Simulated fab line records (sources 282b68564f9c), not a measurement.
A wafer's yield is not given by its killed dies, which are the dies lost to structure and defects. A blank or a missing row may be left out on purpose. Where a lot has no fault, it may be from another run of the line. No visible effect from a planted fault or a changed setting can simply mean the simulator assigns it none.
fab line records :: flow ritCmos :: part 2 of 2: steps 32 to 44 of 44
record
  lots=5
  wafers=15
  lastDay=7
route steps=202 shown PWELL@47 WELLDRIVE@50 NWELL@51 NRETRO@53 PRETRO@64 GATE@75 FOX2@80
lots with no fault: from the same line, run without faults
startH: start of the lot's first displayed wafer, in hours after the record's first day :: waitH: time in hours since the lot's previous step :: " repeats the value in the row above :: L1.1+2: several wafers, shown together as one row :: - either no value or no given start :: * or withheld: withheld :: < > ~ a bound
route shown NAME@n: a module of which the file shows steps, and the number in the route of the first :: usual: mean and standard deviation over wafers with no fault :: same: alike in all rows :: chamber/n: place in a boat :: sites: the reading at each site :: _std_site: the values' standard deviation :: _edge_site: the outer-site mean with the inner-site mean subtracted :: radiusMm: for every site, how far away it sits from the centre of the wafer :: mask NAME#n: copy n :: behind: the tool/chamber that last shaped the wafer :: hold: the reason the lot was held/the length of the hold in hours/how it ended :: device: the transistor (n, p or np) that didn't switch :: end of line: the route-end tests of the same wafers :: for a step that has no rows: nothing shown but its recipe :: killed: the dies lost at the first sort to structure and to defects; this is not the yield of the wafer :: map: dies across one wafer; x = killed, . = not, _ = none there
set.NAME: the run value of the setting; set.NAME@STEP: its run value at that earlier step :: model.NAME: the simulator's own value behind a step, which no gauge read
certain route steps with their lots: each step a table, each wafer a row
services: a tool's chamber out of use, with start hour (startH, from the record's first day; less than 0 if before it), hours out, and reason
## steps
# step RIT_GATE_CLEAN_03
# recipe
  chemistry=SC2
  mix=3:3:50
  timeS=600
  tempC=75
  dry=n2Spin
# usual
  bathHeatDutyPct=16.3/1.2
lot.wafer: L081.2
tool: wetBench-03
chamber: 2
startH: 72.91
waitH: 0.0
bathHeatDutyPct: 16.1

lot.wafer: L081.4
tool: wetBench-03
chamber: 2
startH: 72.91
waitH: 0.0
bathHeatDutyPct: 15.0

lot.wafer: L081.5
tool: wetBench-03
chamber: 2
startH: 72.91
waitH: 0.0
bathHeatDutyPct: 15.7

lot.wafer: L082.1
tool: wetBench-04
chamber: 0
startH: 77.35
waitH: 0.0
bathHeatDutyPct: 14.5

lot.wafer: L082.3
tool: wetBench-04
chamber: 0
startH: 77.35
waitH: 0.0
bathHeatDutyPct: 14.3

lot.wafer: L082.4
tool: wetBench-04
chamber: 0
startH: 77.35
waitH: 0.0
bathHeatDutyPct: 15.1

lot.wafer: L089.3
tool: wetBench-03
chamber: 2
startH: 107.91
waitH: 0.0
bathHeatDutyPct: 16.9

lot.wafer: L089.4
tool: wetBench-03
chamber: 2
startH: 107.91
waitH: 0.0
bathHeatDutyPct: 17.2

lot.wafer: L089.6
tool: wetBench-03
chamber: 2
startH: 107.91
waitH: 0.0
bathHeatDutyPct: 17.2

lot.wafer: L093.1
tool: wetBench-03
chamber: 2
startH: 131.11
waitH: 0.0
bathHeatDutyPct: 15.6

lot.wafer: L093.5
tool: wetBench-03
chamber: 2
startH: 131.11
waitH: 0.0
bathHeatDutyPct: 15.9

lot.wafer: L093.6
tool: wetBench-03
chamber: 2
startH: 131.11
waitH: 0.0
bathHeatDutyPct: 15.8

lot.wafer: L095.1
tool: wetBench-04
chamber: 1
startH: 137.24
waitH: 0.0
bathHeatDutyPct: 17.7

lot.wafer: L095.3
tool: wetBench-04
chamber: 1
startH: 137.24
waitH: 0.0
bathHeatDutyPct: 18.3

lot.wafer: L095.4
tool: wetBench-04
chamber: 1
startH: 137.24
waitH: 0.0
bathHeatDutyPct: 16.8
# step RIT_GATE_CLEAN_04
# recipe
  chemistry=dHF
  dilution=50:1
  timeS=60
  dry=n2Spin
lot.wafer: L081.2+4+5
tool: wetBench-02
chamber: 3
startH: 73.10
waitH: 0.0

lot.wafer: L082.1+3+4
tool: wetBench-04
chamber: 1
startH: 77.54
waitH: 0.0

lot.wafer: L089.3+4+6
tool: wetBench-02
chamber: 2
startH: 108.08
waitH: 0.0

lot.wafer: L093.1+5+6
tool: wetBench-02
chamber: 0
startH: 131.30
waitH: 0.0

lot.wafer: L095.1+3+4
tool: wetBench-04
chamber: 2
startH: 137.42
waitH: 0.0
# step RIT_FOX2_THK_MEAS_91
# recipe
  reads=SiO2_of_FOX2_OXIDATION_00
# usual
  FIELD_OXIDE_LEFT_2_THK=254/6.8
lot.wafer: L081.2
tool: filmMetro-01
chamber: -
startH: 73.14
waitH: 0.0
FIELD_OXIDE_LEFT_2_THK[nm]: 246

lot.wafer: L081.4
tool: filmMetro-01
chamber: -
startH: 73.14
waitH: 0.0
FIELD_OXIDE_LEFT_2_THK[nm]: 244

lot.wafer: L081.5
tool: filmMetro-01
chamber: -
startH: 73.14
waitH: 0.0
FIELD_OXIDE_LEFT_2_THK[nm]: 244

lot.wafer: L082.1
tool: filmMetro-01
chamber: -
startH: 77.56
waitH: 0.0
FIELD_OXIDE_LEFT_2_THK[nm]: 251

lot.wafer: L082.3
tool: filmMetro-01
chamber: -
startH: 77.56
waitH: 0.0
FIELD_OXIDE_LEFT_2_THK[nm]: 250

lot.wafer: L082.4
tool: filmMetro-01
chamber: -
startH: 77.56
waitH: 0.0
FIELD_OXIDE_LEFT_2_THK[nm]: 258

lot.wafer: L089.3
tool: filmMetro-01
chamber: -
startH: 108.13
waitH: 0.0
FIELD_OXIDE_LEFT_2_THK[nm]: 246

lot.wafer: L089.4
tool: filmMetro-01
chamber: -
startH: 108.13
waitH: 0.0
FIELD_OXIDE_LEFT_2_THK[nm]: 246

lot.wafer: L089.6
tool: filmMetro-01
chamber: -
startH: 108.13
waitH: 0.0
FIELD_OXIDE_LEFT_2_THK[nm]: 248

lot.wafer: L093.1
tool: filmMetro-04
chamber: -
startH: 131.32
waitH: 0.0
FIELD_OXIDE_LEFT_2_THK[nm]: 256

lot.wafer: L093.5
tool: filmMetro-04
chamber: -
startH: 131.32
waitH: 0.0
FIELD_OXIDE_LEFT_2_THK[nm]: 259

lot.wafer: L093.6
tool: filmMetro-04
chamber: -
startH: 131.32
waitH: 0.0
FIELD_OXIDE_LEFT_2_THK[nm]: 257

lot.wafer: L095.1
tool: filmMetro-04
chamber: -
startH: 137.44
waitH: 0.0
FIELD_OXIDE_LEFT_2_THK[nm]: 253

lot.wafer: L095.3
tool: filmMetro-04
chamber: -
startH: 137.44
waitH: 0.0
FIELD_OXIDE_LEFT_2_THK[nm]: 251

lot.wafer: L095.4
tool: filmMetro-04
chamber: -
startH: 137.44
waitH: 0.0
FIELD_OXIDE_LEFT_2_THK[nm]: 259
# step RIT_GATE_OXIDATION_05
# recipe
  tempC=900
  ambient=O2
  targetThkA=30
  oxTimeS=270
# usual
  zonePowerLoadPct=26.6/0.88
lot.wafer: L081.2
tool: furnace-02
chamber: 0
startH: 73.48
waitH: 0.3
zonePowerLoadPct: 27.8

lot.wafer: L081.4
tool: furnace-02
chamber: 0
startH: 73.48
waitH: 0.3
zonePowerLoadPct: 27.6

lot.wafer: L081.5
tool: furnace-02
chamber: 0
startH: 73.48
waitH: 0.3
zonePowerLoadPct: 27.7

lot.wafer: L082.1
tool: furnace-03
chamber: 0
startH: 77.62
waitH: 0.1
zonePowerLoadPct: 27.3

lot.wafer: L082.3
tool: furnace-03
chamber: 0
startH: 77.62
waitH: 0.1
zonePowerLoadPct: 26.6

lot.wafer: L082.4
tool: furnace-03
chamber: 0
startH: 77.62
waitH: 0.1
zonePowerLoadPct: 26.8

lot.wafer: L089.3
tool: furnace-03
chamber: 0
startH: 108.17
waitH: 0.0
zonePowerLoadPct: 26.9

lot.wafer: L089.4
tool: furnace-03
chamber: 0
startH: 108.17
waitH: 0.0
zonePowerLoadPct: 27.0

lot.wafer: L089.6
tool: furnace-03
chamber: 0
startH: 108.17
waitH: 0.0
zonePowerLoadPct: 26.6

lot.wafer: L093.1
tool: furnace-01
chamber: 0
startH: 131.38
waitH: 0.1
zonePowerLoadPct: 26.0

lot.wafer: L093.5
tool: furnace-01
chamber: 0
startH: 131.38
waitH: 0.1
zonePowerLoadPct: 26.4

lot.wafer: L093.6
tool: furnace-01
chamber: 0
startH: 131.38
waitH: 0.1
zonePowerLoadPct: 25.7

lot.wafer: L095.1
tool: furnace-02
chamber: 0
startH: 142.10
waitH: 4.6
zonePowerLoadPct: 28.1

lot.wafer: L095.3
tool: furnace-02
chamber: 0
startH: 142.10
waitH: 4.6
zonePowerLoadPct: 27.9

lot.wafer: L095.4
tool: furnace-02
chamber: 0
startH: 142.10
waitH: 4.6
zonePowerLoadPct: 28.0
# step RIT_GATE_ANNEAL_06
# recipe
  tempC=900
  timeS=600
  ambient=N2O
# usual
  zonePowerLoadPct=26.8/0.81
lot.wafer: L081.2
tool: furnace-01
chamber: 0
startH: 74.56
waitH: 0.0
zonePowerLoadPct: 25.9

lot.wafer: L081.4
tool: furnace-01
chamber: 0
startH: 74.56
waitH: 0.0
zonePowerLoadPct: 26.1

lot.wafer: L081.5
tool: furnace-01
chamber: 0
startH: 74.56
waitH: 0.0
zonePowerLoadPct: 25.8

lot.wafer: L082.1
tool: furnace-03
chamber: 0
startH: 78.70
waitH: 0.0
zonePowerLoadPct: 26.8

lot.wafer: L082.3
tool: furnace-03
chamber: 0
startH: 78.70
waitH: 0.0
zonePowerLoadPct: 26.9

lot.wafer: L082.4
tool: furnace-03
chamber: 0
startH: 78.70
waitH: 0.0
zonePowerLoadPct: 26.6

lot.wafer: L089.3
tool: furnace-03
chamber: 0
startH: 109.24
waitH: 0.0
zonePowerLoadPct: 26.3

lot.wafer: L089.4
tool: furnace-03
chamber: 0
startH: 109.24
waitH: 0.0
zonePowerLoadPct: 26.6

lot.wafer: L089.6
tool: furnace-03
chamber: 0
startH: 109.24
waitH: 0.0
zonePowerLoadPct: 27.4

lot.wafer: L093.1
tool: furnace-03
chamber: 0
startH: 132.46
waitH: 0.0
zonePowerLoadPct: 27.0

lot.wafer: L093.5
tool: furnace-03
chamber: 0
startH: 132.46
waitH: 0.0
zonePowerLoadPct: 26.8

lot.wafer: L093.6
tool: furnace-03
chamber: 0
startH: 132.46
waitH: 0.0
zonePowerLoadPct: 26.3

lot.wafer: L095.1
tool: furnace-02
chamber: 0
startH: 144.25
waitH: 1.1
zonePowerLoadPct: 28.2

lot.wafer: L095.3
tool: furnace-02
chamber: 0
startH: 144.25
waitH: 1.1
zonePowerLoadPct: 28.2

lot.wafer: L095.4
tool: furnace-02
chamber: 0
startH: 144.25
waitH: 1.1
zonePowerLoadPct: 28.1
# step RIT_GATE_THK_MEAS_07
# recipe
  reads=SiO2_of_GATE_OXIDATION_05
# usual
  GATE_OXIDE_THK=3.02/0.075
lot.wafer: L081.2
tool: filmMetro-01
chamber: -
startH: 74.82
waitH: 0.0
GATE_OXIDE_THK[nm]: 3.13

lot.wafer: L081.4
tool: filmMetro-01
chamber: -
startH: 74.82
waitH: 0.0
GATE_OXIDE_THK[nm]: 3.14

lot.wafer: L081.5
tool: filmMetro-01
chamber: -
startH: 74.82
waitH: 0.0
GATE_OXIDE_THK[nm]: 3.19

lot.wafer: L082.1
tool: filmMetro-03
chamber: -
startH: 78.95
waitH: 0.0
GATE_OXIDE_THK[nm]: 3.07

lot.wafer: L082.3
tool: filmMetro-03
chamber: -
startH: 78.95
waitH: 0.0
GATE_OXIDE_THK[nm]: 3.14

lot.wafer: L082.4
tool: filmMetro-03
chamber: -
startH: 78.95
waitH: 0.0
GATE_OXIDE_THK[nm]: 3.08

lot.wafer: L089.3
tool: filmMetro-03
chamber: -
startH: 109.51
waitH: 0.0
GATE_OXIDE_THK[nm]: 2.88

lot.wafer: L089.4
tool: filmMetro-03
chamber: -
startH: 109.51
waitH: 0.0
GATE_OXIDE_THK[nm]: 2.89

lot.wafer: L089.6
tool: filmMetro-03
chamber: -
startH: 109.51
waitH: 0.0
GATE_OXIDE_THK[nm]: 2.92

lot.wafer: L093.1
tool: filmMetro-03
chamber: -
startH: 132.71
waitH: 0.0
GATE_OXIDE_THK[nm]: 3.02

lot.wafer: L093.5
tool: filmMetro-03
chamber: -
startH: 132.71
waitH: 0.0
GATE_OXIDE_THK[nm]: 3.08

lot.wafer: L093.6
tool: filmMetro-03
chamber: -
startH: 132.71
waitH: 0.0
GATE_OXIDE_THK[nm]: 3.09

lot.wafer: L095.1
tool: filmMetro-03
chamber: -
startH: 144.50
waitH: 0.0
GATE_OXIDE_THK[nm]: 3.05

lot.wafer: L095.3
tool: filmMetro-03
chamber: -
startH: 144.50
waitH: 0.0
GATE_OXIDE_THK[nm]: 3.02

lot.wafer: L095.4
tool: filmMetro-03
chamber: -
startH: 144.50
waitH: 0.0
GATE_OXIDE_THK[nm]: 3.01
# step RIT_GATE_CVD_08
# recipe
  material=poly-Si
  targetThkNm=250
  tempC=610
  precursor=SiH4
  timeS=2220
  pressureMtorr=300
  sih4FlowSccm=100
# usual
  zonePowerLoadPct=10.7/0.97
lot.wafer: L081.2
tool: lpcvd-02
chamber: 0
startH: 74.87
waitH: 0.0
zonePowerLoadPct: 9.9

lot.wafer: L081.4
tool: lpcvd-02
chamber: 0
startH: 74.87
waitH: 0.0
zonePowerLoadPct: 9.5

lot.wafer: L081.5
tool: lpcvd-02
chamber: 0
startH: 74.87
waitH: 0.0
zonePowerLoadPct: 9.7

lot.wafer: L082.1
tool: lpcvd-01
chamber: 1
startH: 79.01
waitH: 0.1
zonePowerLoadPct: 12.1

lot.wafer: L082.3
tool: lpcvd-01
chamber: 1
startH: 79.01
waitH: 0.1
zonePowerLoadPct: 12.0

lot.wafer: L082.4
tool: lpcvd-01
chamber: 1
startH: 79.01
waitH: 0.1
zonePowerLoadPct: 12.2

lot.wafer: L089.3
tool: lpcvd-01
chamber: 1
startH: 109.84
waitH: 0.3
zonePowerLoadPct: 12.1

lot.wafer: L089.4
tool: lpcvd-01
chamber: 1
startH: 109.84
waitH: 0.3
zonePowerLoadPct: 12.0

lot.wafer: L089.6
tool: lpcvd-01
chamber: 1
startH: 109.84
waitH: 0.3
zonePowerLoadPct: 12.1

lot.wafer: L093.1
tool: lpcvd-02
chamber: 1
startH: 133.53
waitH: 0.8
zonePowerLoadPct: 11.8

lot.wafer: L093.5
tool: lpcvd-02
chamber: 1
startH: 133.53
waitH: 0.8
zonePowerLoadPct: 11.8

lot.wafer: L093.6
tool: lpcvd-02
chamber: 1
startH: 133.53
waitH: 0.8
zonePowerLoadPct: 11.8

lot.wafer: L095.1
tool: lpcvd-02
chamber: 0
startH: 145.08
waitH: 0.6
zonePowerLoadPct: 9.7

lot.wafer: L095.3
tool: lpcvd-02
chamber: 0
startH: 145.08
waitH: 0.6
zonePowerLoadPct: 9.7

lot.wafer: L095.4
tool: lpcvd-02
chamber: 0
startH: 145.08
waitH: 0.6
zonePowerLoadPct: 9.7
# step RIT_GATE_THK_MEAS_09
# recipe
  reads=poly-Si_of_GATE_CVD_08
# usual
  GATE_POLY_THK=250.6/2.2
lot.wafer: L081.2
tool: filmMetro-01
chamber: -
startH: 77.30
waitH: 0.0
GATE_POLY_THK[nm]: 251.5

lot.wafer: L081.4
tool: filmMetro-01
chamber: -
startH: 77.30
waitH: 0.0
GATE_POLY_THK[nm]: 251.7

lot.wafer: L081.5
tool: filmMetro-01
chamber: -
startH: 77.30
waitH: 0.0
GATE_POLY_THK[nm]: 251.7

lot.wafer: L082.1
tool: filmMetro-04
chamber: -
startH: 80.63
waitH: 0.0
GATE_POLY_THK[nm]: 248.7

lot.wafer: L082.3
tool: filmMetro-04
chamber: -
startH: 80.63
waitH: 0.0
GATE_POLY_THK[nm]: 248.2

lot.wafer: L082.4
tool: filmMetro-04
chamber: -
startH: 80.63
waitH: 0.0
GATE_POLY_THK[nm]: 248.3

lot.wafer: L089.3
tool: filmMetro-01
chamber: -
startH: 111.47
waitH: 0.0
GATE_POLY_THK[nm]: 250.1

lot.wafer: L089.4
tool: filmMetro-01
chamber: -
startH: 111.47
waitH: 0.0
GATE_POLY_THK[nm]: 251.0

lot.wafer: L089.6
tool: filmMetro-01
chamber: -
startH: 111.47
waitH: 0.0
GATE_POLY_THK[nm]: 248.3

lot.wafer: L093.1
tool: filmMetro-04
chamber: -
startH: 135.15
waitH: 0.0
GATE_POLY_THK[nm]: 251.9

lot.wafer: L093.5
tool: filmMetro-04
chamber: -
startH: 135.15
waitH: 0.0
GATE_POLY_THK[nm]: 247.7

lot.wafer: L093.6
tool: filmMetro-04
chamber: -
startH: 135.15
waitH: 0.0
GATE_POLY_THK[nm]: 250.3

lot.wafer: L095.1
tool: filmMetro-01
chamber: -
startH: 146.69
waitH: 0.0
GATE_POLY_THK[nm]: 254.5

lot.wafer: L095.3
tool: filmMetro-01
chamber: -
startH: 146.69
waitH: 0.0
GATE_POLY_THK[nm]: 252.9

lot.wafer: L095.4
tool: filmMetro-01
chamber: -
startH: 146.69
waitH: 0.0
GATE_POLY_THK[nm]: 253.2
# step RIT_GATE_HMDS_10
# recipe
  primeTimeS=60
  primeTempC=140
lot.wafer: L081.2+4+5
tool: lithoTrack-01
chamber: 0
startH: 77.38
waitH: 0.1

lot.wafer: L082.1+3+4
tool: lithoTrack-01
chamber: 0
startH: 80.69
waitH: 0.1

lot.wafer: L089.3+4+6
tool: lithoTrack-02
chamber: 0
startH: 111.56
waitH: 0.1

lot.wafer: L093.1+5+6
tool: lithoTrack-03
chamber: 0
startH: 135.21
waitH: 0.1

lot.wafer: L095.1+3+4
tool: lithoTrack-01
chamber: 0
startH: 146.75
waitH: 0.1
# step RIT_GATE_COAT_11
# recipe
  resist=NOVOLAK
  spinRpm=4250
  resistThkNm=850
lot.wafer: L081.2+4+5
tool: lithoTrack-01
chamber: 0
startH: 77.53
waitH: 0.1

lot.wafer: L082.1+3+4
tool: lithoTrack-01
chamber: 0
startH: 80.84
waitH: 0.1

lot.wafer: L089.3+4+6
tool: lithoTrack-02
chamber: 0
startH: 111.71
waitH: 0.1

lot.wafer: L093.1+5+6
tool: lithoTrack-03
chamber: 0
startH: 135.36
waitH: 0.1

lot.wafer: L095.1+3+4
tool: lithoTrack-01
chamber: 0
startH: 146.90
waitH: 0.1
# step RIT_GATE_SOFTBAKE_12
# recipe
  resist=NOVOLAK
  tempC=90
  timeS=60
lot.wafer: L081.2+4+5
tool: lithoTrack-01
chamber: 0
startH: 77.68
waitH: 0.1

lot.wafer: L082.1+3+4
tool: lithoTrack-01
chamber: 0
startH: 80.99
waitH: 0.1

lot.wafer: L089.3+4+6
tool: lithoTrack-02
chamber: 0
startH: 111.86
waitH: 0.1

lot.wafer: L093.1+5+6
tool: lithoTrack-03
chamber: 0
startH: 135.51
waitH: 0.1

lot.wafer: L095.1+3+4
tool: lithoTrack-01
chamber: 0
startH: 147.05
waitH: 0.1
# step RIT_GATE_EXPOSE_13
# recipe
  maskId=M6
  na=0.6
  sourceShape=conventional
  sigmaOuter=0.6
  targetCdNm=150
  doseMj=380
# usual
  focusOffsetNm=-0.1/0.47
  reticleTempC=23.00/0.1
lot.wafer: L081.2
tool: ilineStepper-02
chamber: 0
startH: 77.95
waitH: 0.2
mask: M6#0
focusOffsetNm: -0.3
reticleTempC: 23.00

lot.wafer: L081.4
tool: ilineStepper-02
chamber: 0
startH: 77.95
waitH: 0.2
mask: M6#0
focusOffsetNm: -0.1
reticleTempC: 22.84

lot.wafer: L081.5
tool: ilineStepper-02
chamber: 0
startH: 77.95
waitH: 0.2
mask: M6#0
focusOffsetNm: -0.5
reticleTempC: 22.98

lot.wafer: L082.1
tool: ilineStepper-01
chamber: 0
startH: 81.26
waitH: 0.2
mask: M6#0
focusOffsetNm: -0.3
reticleTempC: 23.13

lot.wafer: L082.3
tool: ilineStepper-01
chamber: 0
startH: 81.26
waitH: 0.2
mask: M6#0
focusOffsetNm: -0.3
reticleTempC: 23.15

lot.wafer: L082.4
tool: ilineStepper-01
chamber: 0
startH: 81.26
waitH: 0.2
mask: M6#0
focusOffsetNm: -0.2
reticleTempC: 22.97

lot.wafer: L089.3
tool: ilineStepper-01
chamber: 0
startH: 112.13
waitH: 0.2
mask: M6#0
focusOffsetNm: -1.4
reticleTempC: 23.02

lot.wafer: L089.4
tool: ilineStepper-01
chamber: 0
startH: 112.13
waitH: 0.2
mask: M6#0
focusOffsetNm: -0.7
reticleTempC: 23.09

lot.wafer: L089.6
tool: ilineStepper-01
chamber: 0
startH: 112.13
waitH: 0.2
mask: M6#0
focusOffsetNm: -0.6
reticleTempC: 22.83

lot.wafer: L093.1
tool: ilineStepper-02
chamber: 0
startH: 135.66
waitH: 0.1
mask: M6#0
focusOffsetNm: 0.7
reticleTempC: 22.97

lot.wafer: L093.5
tool: ilineStepper-02
chamber: 0
startH: 135.66
waitH: 0.1
mask: M6#0
focusOffsetNm: 0.4
reticleTempC: 22.87

lot.wafer: L093.6
tool: ilineStepper-02
chamber: 0
startH: 135.66
waitH: 0.1
mask: M6#0
focusOffsetNm: 0.6
reticleTempC: 23.06

lot.wafer: L095.1
tool: ilineStepper-01
chamber: 0
startH: 147.33
waitH: 0.2
mask: M6#0
focusOffsetNm: -0.1
reticleTempC: 22.96

lot.wafer: L095.3
tool: ilineStepper-01
chamber: 0
startH: 147.33
waitH: 0.2
mask: M6#0
focusOffsetNm: 0.6
reticleTempC: 22.97

lot.wafer: L095.4
tool: ilineStepper-01
chamber: 0
startH: 147.33
waitH: 0.2
mask: M6#0
focusOffsetNm: -0.4
reticleTempC: 22.98
# step RIT_GATE_PEB_14
# recipe
  resist=NOVOLAK
  tempC=withheld
  timeS=withheld
lot.wafer: L081.2+4+5
tool: lithoTrack-03
chamber: 0
startH: 78.07
waitH: 0.1

lot.wafer: L082.1+3+4
tool: lithoTrack-03
chamber: 0
startH: 81.38
waitH: 0.1

lot.wafer: L089.3+4+6
tool: lithoTrack-03
chamber: 0
startH: 112.25
waitH: 0.1

lot.wafer: L093.1+5+6
tool: lithoTrack-01
chamber: 0
startH: 135.87
waitH: 0.2

lot.wafer: L095.1+3+4
tool: lithoTrack-02
chamber: 0
startH: 147.45
waitH: 0.1
## services
tool: ilineStepper-02
chamber: 0
startH: 39.55
hours: -
kind: calibration

tool: furnace-02
chamber: -
startH: 62.14
hours: 2.9
kind: pm

tool: furnace-02
chamber: -
startH: 65.08
hours: 3.3
kind: pm

tool: implanter-03
chamber: -
startH: 67.24
hours: 5.5
kind: repair

tool: ilineStepper-02
chamber: -
startH: 72.14
hours: 4.4
kind: pm

tool: implanter-04
chamber: -
startH: 72.57
hours: 1.8
kind: repair

tool: plasmaAsher-02
chamber: -
startH: 75.76
hours: 0.5
kind: repair

tool: lpcvd-02
chamber: -
startH: 79.42
hours: 28.1
kind: pm

tool: furnace-04
chamber: -
startH: 80.28
hours: 2.5
kind: repair

tool: implanter-04
chamber: -
startH: 81.14
hours: 3.6
kind: pm

tool: plasmaAsher-01
chamber: -
startH: 81.88
hours: 3.2
kind: repair

tool: furnace-01
chamber: -
startH: 102.05
hours: 4.2
kind: pm

tool: ilineStepper-02
chamber: -
startH: 102.30
hours: 0.7
kind: repair

tool: plasmaAsher-01
chamber: -
startH: 108.75
hours: 9.0
kind: pm

tool: plasmaAsher-01
chamber: 0
startH: 108.75
hours: 9.0
kind: ventCycle

tool: plasmaAsher-01
chamber: 1
startH: 108.75
hours: 9.0
kind: ventCycle

tool: plasmaAsher-01
chamber: -
startH: 110.76
hours: 0.7
kind: repair

tool: plasmaAsher-01
chamber: 0
startH: 117.75
hours: -
kind: clean

tool: plasmaAsher-01
chamber: 1
startH: 117.75
hours: -
kind: clean

tool: plasmaAsher-02
chamber: -
startH: 124.14
hours: 9.8
kind: repair

tool: implanter-02
chamber: -
startH: 128.18
hours: 0.7
kind: repair

tool: furnace-04
chamber: -
startH: 129.60
hours: 1.5
kind: pm

tool: implanter-04
chamber: -
startH: 132.80
hours: 1.8
kind: repair

tool: furnace-03
chamber: -
startH: 138.92
hours: 4.0
kind: pm
